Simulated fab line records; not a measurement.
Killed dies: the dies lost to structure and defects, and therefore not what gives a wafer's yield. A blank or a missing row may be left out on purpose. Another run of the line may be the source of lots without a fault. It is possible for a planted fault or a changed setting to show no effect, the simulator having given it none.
What tool caused it? ; flow rit_cmos ; 13 lots, 39 wafers sampled, at 3 steps of a route of 202

## WHAT THE GAUGES SHOWED, per wafer
RIT_CONTACT_THK_MEAS_01.
lot;measured;on;CONTACT_TEOS_THK (nm)
L665;day 3 04:00;film_metro-01;394 398 404
L667;day 3 12:35;film_metro-04;397 395 398
L668;day 3 21:47;film_metro-02;394 395 404
L669;day 4 00:52;film_metro-02;398 402 406
L670;day 4 05:14;film_metro-01;396 402 401
L672;day 4 14:37;film_metro-01;390 399 400
L674;day 5 00:32;film_metro-02;396 405 400
L675;day 5 05:45;film_metro-01;398 405 404
L678;day 5 19:05;film_metro-02;393 400 405
L680;day 6 06:10;film_metro-01;400 403 404
L681;day 6 10:41;film_metro-01;396 393 400
L685;day 7 06:53;film_metro-04;393 403 402
L686;day 7 10:45;film_metro-01;400 406 407

## WHAT TOOL EACH LOT RAN ON (gives the tool, then ch and the chambers of the sampled wafers, and finally the start)
lot;RIT_GATE_STRIP_20;RIT_SDANNEAL_CLEAN_00
L665;plasma_asher-02 ch 0,1, day 2 13:50;wet_bench-01 ch 3, day 3 02:31
L667;plasma_asher-03 ch 0, day 2 23:02;wet_bench-04 ch 2, day 3 11:07
L668;plasma_asher-04 ch 0,1, day 3 07:32;wet_bench-04 ch 3, day 3 20:19
L669;plasma_asher-02 ch 0,1, day 3 10:32;wet_bench-04 ch 3, day 3 23:23
L670;plasma_asher-03 ch 0,1, day 3 15:26;wet_bench-01 ch 3, day 4 03:43
L672;plasma_asher-04 ch 0,1, day 4 01:13;wet_bench-04 ch 2, day 4 13:05
L674;plasma_asher-02 ch 0,1, day 4 10:15;wet_bench-04 ch 0, day 4 23:00
L675;plasma_asher-03 ch 0,1, day 4 15:20;wet_bench-03 ch 1, day 5 04:17
L678;plasma_asher-03 ch 0, day 5 05:35;wet_bench-01 ch 1, day 5 17:36
L680;plasma_asher-02 ch 0,1, day 5 16:53;wet_bench-04 ch 1, day 6 04:41
L681;plasma_asher-02 ch 0,1, day 5 21:22;wet_bench-01 ch 1, day 6 09:13
L685;plasma_asher-02 ch 0,1, day 6 17:36;wet_bench-04 ch 3, day 7 05:24
L686;plasma_asher-03 ch 0,1, day 6 21:31;wet_bench-01 ch 0, day 7 09:14
- RIT_GATE_STRIP_20: strips in O2, time 180 s.
- RIT_SDANNEAL_CLEAN_00: cleans in SC1, time 600 s.

## AS READ BY THE TOOLS THEMSELVES (means over the sampled wafers that have a number; for cases with no such wafer, the mark the record gives instead)
RIT_GATE_STRIP_20.
lot;tool;drypump_motor_current_A (A)
L665;plasma_asher-02;5.71
L667;plasma_asher-03;5.46
L668;plasma_asher-04;5.79
L669;plasma_asher-02;5.69
L670;plasma_asher-03;5.62
L672;plasma_asher-04;5.89
L674;plasma_asher-02;5.49
L675;plasma_asher-03;5.78
L678;plasma_asher-03;5.46
L680;plasma_asher-02;5.70
L681;plasma_asher-02;5.49
L685;plasma_asher-02;5.69
L686;plasma_asher-03;5.61

RIT_SDANNEAL_CLEAN_00.
lot;tool;bath_guard_temp_C (C);temp_c (C)
L665;wet_bench-01;75.3;74.88
L667;wet_bench-04;74.5;75.03
L668;wet_bench-04;74.7;74.92
L669;wet_bench-04;75.0;75.17
L670;wet_bench-01;75.2;74.83
L672;wet_bench-04;74.8;74.94
L674;wet_bench-04;75.3;75.06
L675;wet_bench-03;74.2;75.22
L678;wet_bench-01;75.0;75.03
L680;wet_bench-04;80.8;80.62
L681;wet_bench-01;75.0;75.01
L685;wet_bench-04;74.7;75.05
L686;wet_bench-01;75.1;75.22

## THE ANSWER, worked out from the rows above alone
Rule: what is usual is taken from the lots themselves. The widest of any qualifying gaps counts: lots, ordered by their means at a reading, are off when they make up no more than a third of the lots, leave a main group of 4 or more, and stand apart from it by 3 or more times the standard deviation of that group's means. A main group whose means are all the same, to the digits that the tables above print for the reading, isn't used. A lot without any number at a reading at which 4 lots or more have one is off too. Any other lot the step has rows for is counted as sound. After the gauges, taken in route order, come the tools' own readings; for these a lot's mean is taken, as printed above. At the first step where some lot is off, the reading lying furthest off is the one used; lots without a number count as furthest.
Off, at RIT_SDANNEAL_CLEAN_00 on temp_c: L680. Main group: mean 75.03 C, sd 0.12.
A tool fits if, at that step or a process step before it, it ran every lot that is off, and no sound lot after the first of them. None of those tried fits.

## WHAT WAS PUT IN BY THE SIMULATOR
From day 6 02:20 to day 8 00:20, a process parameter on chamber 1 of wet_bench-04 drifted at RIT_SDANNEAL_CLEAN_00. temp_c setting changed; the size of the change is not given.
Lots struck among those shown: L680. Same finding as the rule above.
